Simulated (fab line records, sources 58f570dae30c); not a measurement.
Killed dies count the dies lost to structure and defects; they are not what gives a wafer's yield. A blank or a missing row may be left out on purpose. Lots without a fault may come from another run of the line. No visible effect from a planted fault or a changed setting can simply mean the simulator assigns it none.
Chamber matching	flow berkeleyCmos170	UCB170_V2_CMP_02 on cmp-02: 4 sister chambers
The step polishes SiO2. 4 wafers are shown with their chamber, then 9 later ones without.

== WAFERS WITH THEIR CHAMBER ==
wafer	chamber	motorCurrentA (A)
L676.1	2	19.0
L676.5	3	15.3
L680.4	0	15.9
L680.5	1	16.0

== WAFERS WITHOUT THEIR CHAMBER ==
wafer	motorCurrentA (A)
L687.2	15.2
L687.4	15.2
L687.5	20.0
L688.2	19.9
L688.3	15.1
L688.4	16.8
L692.2	15.0
L692.3	20.1
L692.4	16.2

== CHAMBER TAKEN BY EACH ==
wafer	from the rows above	in truth
L687.2	can't be placed: 3 or 0 or 1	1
L687.4	can't be placed: 3 or 0 or 1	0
L687.5	2	2
L688.2	2	2
L688.3	can't be placed: 3 or 0 or 1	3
L688.4	can't be placed: 1 or 0 or 3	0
L692.2	can't be placed: 3 or 0 or 1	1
L692.3	2	2
L692.4	can't be placed: 1 or 0 or 3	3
Placed correctly: 3 of 9. Unplaceable from these rows: 6, with the true chamber sitting among the candidates in 6. Number placed wrongly: 0.
How it was worked out, from the rows above alone: a wafer's distance from a chamber is the root of the sum, over the readings, of the square of ((its reading less the chamber's mean) divided by the reading's scatter). If the next closest chamber is less than 2 further off than the closest, the wafer can't be placed; otherwise it belongs to the closest. Each chamber's mean is taken over the wafers shown for it. The scatter: root of mean squared gap, hidden wafer to nearest shown wafer, with one shown wafer a chamber.
